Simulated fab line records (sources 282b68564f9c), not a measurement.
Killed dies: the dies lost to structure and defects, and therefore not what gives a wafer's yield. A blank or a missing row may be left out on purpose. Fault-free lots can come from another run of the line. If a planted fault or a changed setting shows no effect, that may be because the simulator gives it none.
The tool behind it: which one? ; flow rit-cmos ; at 1 step of a route of 202, 13 lots with 39 wafers sampled

## WHAT THE GAUGES SHOWED, per wafer
No reading from a measuring or inspecting step in the record can be judged against a usual standard deviation.

## TOOL THAT RAN EACH LOT (tool first, then ch and the chambers of the sampled wafers, then the start)
lot;RIT_REOX_CLEAN_02
L118;wet-bench-04 ch 2, day 2 18:23
L120;wet-bench-03 ch 2, day 3 02:38
L121;wet-bench-03 ch 3, day 3 06:23
L122;wet-bench-04 ch 0, day 3 11:11
L124;wet-bench-01 ch 1, day 3 21:54
L125;wet-bench-04 ch 3, day 4 06:08
L126;wet-bench-04 ch 3, day 4 08:56
L129;wet-bench-01 ch 2, day 5 03:13
L131;wet-bench-04 ch 0, day 5 11:44
L136;wet-bench-01 ch 3, day 6 11:36
L138;wet-bench-01 ch 0, day 6 21:07
L139;wet-bench-03 ch 1, day 7 03:10
L140;wet-bench-01 ch 1, day 7 06:32
- RIT_REOX_CLEAN_02: cleans in SC2, time 600 s.

## WHAT THE TOOLS THEMSELVES READ (means of the sampled wafers that have a number; where no wafer has one, the mark that the record gives instead)
RIT_REOX_CLEAN_02. Usual: run-length-s at 628 s, with a standard deviation of 3.7.
lot;tool;run-length-s (s);flag
L118;wet-bench-04;626;
L120;wet-bench-03;623;
L121;wet-bench-03;626;
L122;wet-bench-04;627;
L124;wet-bench-01;635;
L125;wet-bench-04;625;
L126;wet-bench-04;624;
L129;wet-bench-01;627;
L131;wet-bench-04;459;OFF
L136;wet-bench-01;625;
L138;wet-bench-01;625;
L139;wet-bench-03;635;
L140;wet-bench-01;627;

## THE ANSWER, worked out from the rows above alone
Rule: take the mean of a lot's wafers that have a number; if it is more than 3 standard deviations from the usual mean, the lot is off. A lot without any number at a reading at which 4 lots or more have one is off too. Where the step has rows for the other lots, those lots are counted as sound. First the gauges in route order, then the tools' own readings, where a lot's mean is used as printed above. The first step at which some lot is off is used, and at that step the reading that is off furthest; a lot without a number counts as furthest.
Off at RIT_REOX_CLEAN_02 (run-length-s): L131.
A tool fits if, at that step or a process step before it, it ran every lot that is off, and no sound lot after the first of them. One candidate fits, namely wet-bench-04 at RIT_REOX_CLEAN_02. Its last sound lot is L126 (day 4 08:56), its first lot that is off L131 (day 5 11:44): a fault that began between those two fits.
On the lots that are off, the tool's own readings at RIT_REOX_CLEAN_02 differ by more than 5 times the standard deviation of the sound lots' means, which bears it out; run-length-s reads 459 s there versus 627 s on the sound lots.

## WHAT THE SIMULATOR HAD PUT IN
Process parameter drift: wet-bench-04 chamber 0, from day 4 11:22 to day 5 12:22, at RIT_REOX_CLEAN_02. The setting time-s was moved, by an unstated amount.
Struck lots among those shown: L131. The rule above found the same.
